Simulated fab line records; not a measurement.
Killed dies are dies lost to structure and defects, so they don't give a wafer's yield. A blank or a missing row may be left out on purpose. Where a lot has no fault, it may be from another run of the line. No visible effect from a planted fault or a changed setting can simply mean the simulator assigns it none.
Split-lot trial / flow rit_cmos / on a route of 202 steps: 5 lots, 23 wafers read

## THE SPLIT
At RIT_GATE_CVD_08 (deposits poly-Si from SiH4, target thk 250 nm, time 2220 s), the setting sih4_flow_sccm was moved away from the recipe's 100 sccm on 20 of the 23 wafers read, by +5.1% to +12.4%. This setting was run at the recipe's value on the other wafers.

There is no step in the file separating the split from the reading.

## THE READING
Values of GATE_POLY_THK in nm from RIT_GATE_THK_MEAS_09. On this fab line, fault-free wafers typically give 251.0 nm with a standard deviation of 2.3 nm.

wafer=L076.1; tool, chamber at the split=-, -; sih4_flow_sccm as run, sccm=105.1; against the recipe=+5.1%; GATE_POLY_THK, nm=262.5; against lot-mates on the recipe=no lot-mate on the recipe
wafer=L076.2; tool, chamber at the split=-, -; sih4_flow_sccm as run, sccm=105.1; against the recipe=+5.1%; GATE_POLY_THK, nm=263.9; against lot-mates on the recipe=no lot-mate on the recipe
wafer=L076.3; tool, chamber at the split=-, -; sih4_flow_sccm as run, sccm=105.1; against the recipe=+5.1%; GATE_POLY_THK, nm=261.5; against lot-mates on the recipe=no lot-mate on the recipe
wafer=L076.4; tool, chamber at the split=-, -; sih4_flow_sccm as run, sccm=105.1; against the recipe=+5.1%; GATE_POLY_THK, nm=264.9; against lot-mates on the recipe=no lot-mate on the recipe
wafer=L076.6; tool, chamber at the split=-, -; sih4_flow_sccm as run, sccm=105.1; against the recipe=+5.1%; GATE_POLY_THK, nm=262.1; against lot-mates on the recipe=no lot-mate on the recipe
wafer=L078.2; tool, chamber at the split=-, -; sih4_flow_sccm as run, sccm=112.4; against the recipe=+12.4%; GATE_POLY_THK, nm=287.7; against lot-mates on the recipe=no lot-mate on the recipe
wafer=L078.3; tool, chamber at the split=-, -; sih4_flow_sccm as run, sccm=112.4; against the recipe=+12.4%; GATE_POLY_THK, nm=285.3; against lot-mates on the recipe=no lot-mate on the recipe
wafer=L078.4; tool, chamber at the split=-, -; sih4_flow_sccm as run, sccm=112.4; against the recipe=+12.4%; GATE_POLY_THK, nm=285.5; against lot-mates on the recipe=no lot-mate on the recipe
wafer=L078.5; tool, chamber at the split=-, -; sih4_flow_sccm as run, sccm=112.4; against the recipe=+12.4%; GATE_POLY_THK, nm=284.0; against lot-mates on the recipe=no lot-mate on the recipe
wafer=L078.6; tool, chamber at the split=-, -; sih4_flow_sccm as run, sccm=112.4; against the recipe=+12.4%; GATE_POLY_THK, nm=285.7; against lot-mates on the recipe=no lot-mate on the recipe
wafer=L080.2; tool, chamber at the split=lpcvd-02, 1; sih4_flow_sccm as run, sccm=100; against the recipe=recipe; GATE_POLY_THK, nm=254.1; against lot-mates on the recipe=-
wafer=L080.3; tool, chamber at the split=lpcvd-02, 1; sih4_flow_sccm as run, sccm=100; against the recipe=recipe; GATE_POLY_THK, nm=257.1; against lot-mates on the recipe=-
wafer=L080.5; tool, chamber at the split=lpcvd-02, 1; sih4_flow_sccm as run, sccm=100; against the recipe=recipe; GATE_POLY_THK, nm=255.6; against lot-mates on the recipe=-
wafer=L081.1; tool, chamber at the split=-, -; sih4_flow_sccm as run, sccm=105.3; against the recipe=+5.3%; GATE_POLY_THK, nm=263.0; against lot-mates on the recipe=no lot-mate on the recipe
wafer=L081.2; tool, chamber at the split=-, -; sih4_flow_sccm as run, sccm=105.3; against the recipe=+5.3%; GATE_POLY_THK, nm=263.9; against lot-mates on the recipe=no lot-mate on the recipe
wafer=L081.3; tool, chamber at the split=-, -; sih4_flow_sccm as run, sccm=105.3; against the recipe=+5.3%; GATE_POLY_THK, nm=262.8; against lot-mates on the recipe=no lot-mate on the recipe
wafer=L081.5; tool, chamber at the split=-, -; sih4_flow_sccm as run, sccm=105.3; against the recipe=+5.3%; GATE_POLY_THK, nm=264.2; against lot-mates on the recipe=no lot-mate on the recipe
wafer=L081.6; tool, chamber at the split=-, -; sih4_flow_sccm as run, sccm=105.3; against the recipe=+5.3%; GATE_POLY_THK, nm=264.8; against lot-mates on the recipe=no lot-mate on the recipe
wafer=L084.1; tool, chamber at the split=-, -; sih4_flow_sccm as run, sccm=109.4; against the recipe=+9.4%; GATE_POLY_THK, nm=273.3; against lot-mates on the recipe=no lot-mate on the recipe
wafer=L084.2; tool, chamber at the split=-, -; sih4_flow_sccm as run, sccm=109.4; against the recipe=+9.4%; GATE_POLY_THK, nm=273.4; against lot-mates on the recipe=no lot-mate on the recipe
wafer=L084.3; tool, chamber at the split=-, -; sih4_flow_sccm as run, sccm=109.4; against the recipe=+9.4%; GATE_POLY_THK, nm=273.5; against lot-mates on the recipe=no lot-mate on the recipe
wafer=L084.4; tool, chamber at the split=-, -; sih4_flow_sccm as run, sccm=109.4; against the recipe=+9.4%; GATE_POLY_THK, nm=272.3; against lot-mates on the recipe=no lot-mate on the recipe
wafer=L084.5; tool, chamber at the split=-, -; sih4_flow_sccm as run, sccm=109.4; against the recipe=+9.4%; GATE_POLY_THK, nm=275.0; against lot-mates on the recipe=no lot-mate on the recipe

FIT RESULTS
A straight line over all 23 wafers: GATE_POLY_THK changes by +2.5 nm for each +1% of sih4_flow_sccm; r = +0.97; the points scatter about the line by 2.6 nm.
Too few moved wafers have a lot-mate on the recipe to fit a line with each lot's own level taken away.

## THE WHOLE CHAIN: every reading that the file lists as answering this split, in the file's order
step=RIT_GATE_CVD_08; what it does=deposits poly-Si from SiH4, target thk 250 nm, time 2220 s; reading=poly-Si_of_GATE_CVD_08.thk_nm (the simulator's own value, which no gauge read); change (the file's fit)=+2.51 nm for each +1% of the setting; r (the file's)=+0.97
step=RIT_GATE_THK_MEAS_09; what it does=; reading=GATE_POLY_THK; change (the file's fit)=+2.5 for each +1% of the setting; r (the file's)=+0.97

## FILE'S OWN FIT
GATE_POLY_THK changes by +2.5 nm for each +1% of sih4_flow_sccm, r = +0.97.
